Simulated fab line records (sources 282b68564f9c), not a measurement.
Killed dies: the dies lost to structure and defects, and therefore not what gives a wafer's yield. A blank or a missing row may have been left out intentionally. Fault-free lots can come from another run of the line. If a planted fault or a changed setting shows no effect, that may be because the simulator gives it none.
Which tool did it? ; flow rit cmos ; 13 lots with 39 wafers sampled at 2 steps, on a route of 202 steps

## WHAT THE GAUGES SHOWED, per wafer
RIT_GATE_CD_MEAS_16: the cd target is 150 nm.
lot;measured;on;cd nm (nm)
L684;day 2 18:25;cd sem-02;152.0 149.4 150.1
L685;day 2 22:17;cd sem-02;151.3 151.3 149.3
L686;day 3 03:49;cd sem-01;144.0 147.1 145.2
L687;day 3 08:02;cd sem-02;148.3 148.0 144.7
L688;day 3 13:05;cd sem-02;148.2 148.9 148.7
L689;day 3 19:43;cd sem-02;148.8 146.1 147.0
L690;day 3 22:26;cd sem-02;127.5 129.7 127.8
L699;day 5 21:14;cd sem-02;147.9 146.3 148.7
L700;day 6 03:23;cd sem-02;148.7 146.4 148.8
L701;day 6 07:29;cd sem-02;150.2 148.3 149.5
L704;day 6 22:23;cd sem-02;151.3 150.2 150.9
L705;day 7 02:53;cd sem-02;149.1 151.2 150.4
L706;day 7 12:09;cd sem-02;148.9 149.2 148.6

## TOOL THAT RAN EACH LOT (tool first, then ch and the chambers of the sampled wafers, then the start)
lot;RIT_GATE_EXPOSE_13
L684;iline stepper-02 ch 0, day 2 18:01
L685;iline stepper-02 ch 0, day 2 21:53
L686;iline stepper-01 ch 0, day 3 03:25
L687;iline stepper-02 ch 0, day 3 07:38
L688;iline stepper-02 ch 0, day 3 12:41
L689;iline stepper-01 ch 0, day 3 19:18
L690;iline stepper-01 ch 0, day 3 22:02
L699;iline stepper-01 ch 0, day 5 20:40
L700;iline stepper-02 ch 0, day 6 02:59
L701;iline stepper-02 ch 0, day 6 07:04
L704;iline stepper-01 ch 0, day 6 21:58
L705;iline stepper-01 ch 0, day 7 02:29
L706;iline stepper-01 ch 0, day 7 11:45
- RIT_GATE_EXPOSE_13: exposes mask M6, target cd 150 nm.

## WHAT THE TOOLS THEMSELVES READ (means of the sampled wafers that have a number; where no wafer has one, the mark that the record gives instead)
RIT_GATE_EXPOSE_13.
lot;tool;exposure dose mJ cm2
L684;iline stepper-02;380.2
L685;iline stepper-02;380.4
L686;iline stepper-01;380.3
L687;iline stepper-02;380.0
L688;iline stepper-02;380.1
L689;iline stepper-01;380.7
L690;iline stepper-01;380.4
L699;iline stepper-01;380.2
L700;iline stepper-02;379.8
L701;iline stepper-02;379.5
L704;iline stepper-01;379.9
L705;iline stepper-01;379.9
L706;iline stepper-01;380.1

## THE ANSWER, worked out from the rows above alone
Rule: the lots themselves supply what counts as usual. The widest of any qualifying gaps counts: lots, ordered by their means at a reading, are off when they make up no more than a third of the lots, leave a main group of 4 or more, and stand apart from it by 3 or more times the standard deviation of that group's means. A main group is skipped when, at the precision printed for the reading in the tables above, its means are all equal. A lot without any number at a reading at which 4 lots or more have one is off too. Where the step has rows for the other lots, those lots are counted as sound. First the gauges in route order, then the tools' own readings, where a lot's mean is used as printed above. At the first step where some lot is off, the reading lying furthest off is the one used; lots without a number count as furthest.
Off: L690 (RIT_GATE_CD_MEAS_16, cd nm). Main group: mean 148.7 nm, sd 1.6.
A tool fits if, at a process step before that reading, it ran every lot that is off, and no sound lot after the first of them. The gauges at RIT_GATE_CD_MEAS_16 are tried like those tools. None of those tried fits.

## WHAT WAS PUT IN BY THE SIMULATOR
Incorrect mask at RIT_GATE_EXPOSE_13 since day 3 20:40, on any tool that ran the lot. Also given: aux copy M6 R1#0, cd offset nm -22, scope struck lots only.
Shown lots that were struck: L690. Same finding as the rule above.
